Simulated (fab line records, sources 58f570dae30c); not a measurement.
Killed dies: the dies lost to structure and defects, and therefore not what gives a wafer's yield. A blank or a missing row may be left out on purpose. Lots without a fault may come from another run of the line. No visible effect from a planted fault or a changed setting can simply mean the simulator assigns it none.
2 desks looking at one fault    flow berkeleyCmos170    each desk holds nothing but its own numbers, with what lay behind them at the end

THE METROLOGY DESK
Lot by lot, what the gauges showed, no matter which tool ran the lot: averages of those sampled wafers that carry a number. A lot is out of limits, marked OUT, if its mean lies more than 4 standard deviations from the usual mean; the brackets give that distance.
Columns: A = cdNm at UCB170_ACTIVE_CD_MEAS_13, usual 1200.6 nm; B = SCREENOX_OXIDE_THK at UCB170_SCREENOX_THK_MEAS_02, usual 14.34 nm; C = NVT_TW at UCB170_NVT_TW_MEAS_09, usual 528
lot   first seen here  A       B      C
L733  day 5 02:10      1199.0  14.43  521
L730  day 5 02:14      1199.7  13.87  532
L732  day 5 02:31      1202.3  14.58  533
L731  day 5 02:47      1201.3  14.54  528
L735  day 5 17:53      1201.8  14.39  521
L734  day 5 18:07      1199.9  14.48  531
L737  day 6 16:34      1200.7  14.51  517
L738  day 6 17:02      1201.4  14.69  532
L746  day 8 21:23      1202.3  14.53  470 (-9.6) OUT
L747  day 9 05:51      1199.8  14.26  485 (-7.2) OUT
L748  day 9 06:05      1202.7  14.10  530
L750  day 9 14:08      1200.0  14.16  519
L753  day 9 14:53      1200.8  14.33  532
L752  day 9 23:29      1199.4  13.99  535
This desk's finding: out of limits on L746, L747; first on L746, day 10 11:47 (NVT_TW at UCB170_NVT_TW_MEAS_09). L733, L730, L732, L731, L735, L734, L737, L738, L748, L750, L753, L752: within limits.

DESK OF THE TOOL OWNER: implanter-02
The tool's own readings at UCB170_NVT_IMPLANT_07, given as means over the sampled wafers that have a number, one for each lot that went through this tool. A lot is out of limits, marked OUT, if its mean lies more than 4 standard deviations from the usual mean; the brackets give that distance.
Columns: A = doseIonsCm2 at UCB170_NVT_IMPLANT_07, usual 3e+12; B = faradayCurrentUA at UCB170_NVT_IMPLANT_07, usual 9.52
lot   first seen here  A                        B
L730  day 7 01:05      3e+12                    9.53
L732  day 7 01:20      3e+12                    9.73
L738  day 8 11:22      3e+12                    9.56
L746  day 10 11:34     2e+12 (-99 or more) OUT  6.92 (-13) OUT
L747  day 11 00:50     2e+12 (-99 or more) OUT  6.93 (-13) OUT
Finding of this desk: L746, L747 out of limits; the first was L746 at day 10 11:34, on doseIonsCm2 at UCB170_NVT_IMPLANT_07. L730, L732, L738: within limits.

PUT TOGETHER
The tool owner's desk had the chance to raise an alarm at day 10 11:34 on L746, L747.
Metrology desk: alarm possible at day 10 11:47 on L746, L747.
All the named lots went through UCB170_NVT_IMPLANT_07 on implanter-02.

WHAT THE SIMULATOR PUT IN
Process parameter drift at UCB170_NVT_IMPLANT_07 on implanter-02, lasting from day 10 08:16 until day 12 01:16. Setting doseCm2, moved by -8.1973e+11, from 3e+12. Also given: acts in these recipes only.
Lots struck among those shown: L746, L747.
Counting hours from when the fault started, the first reading out of limits came at 3 for the tool owner's desk and at 4 for the metrology desk.
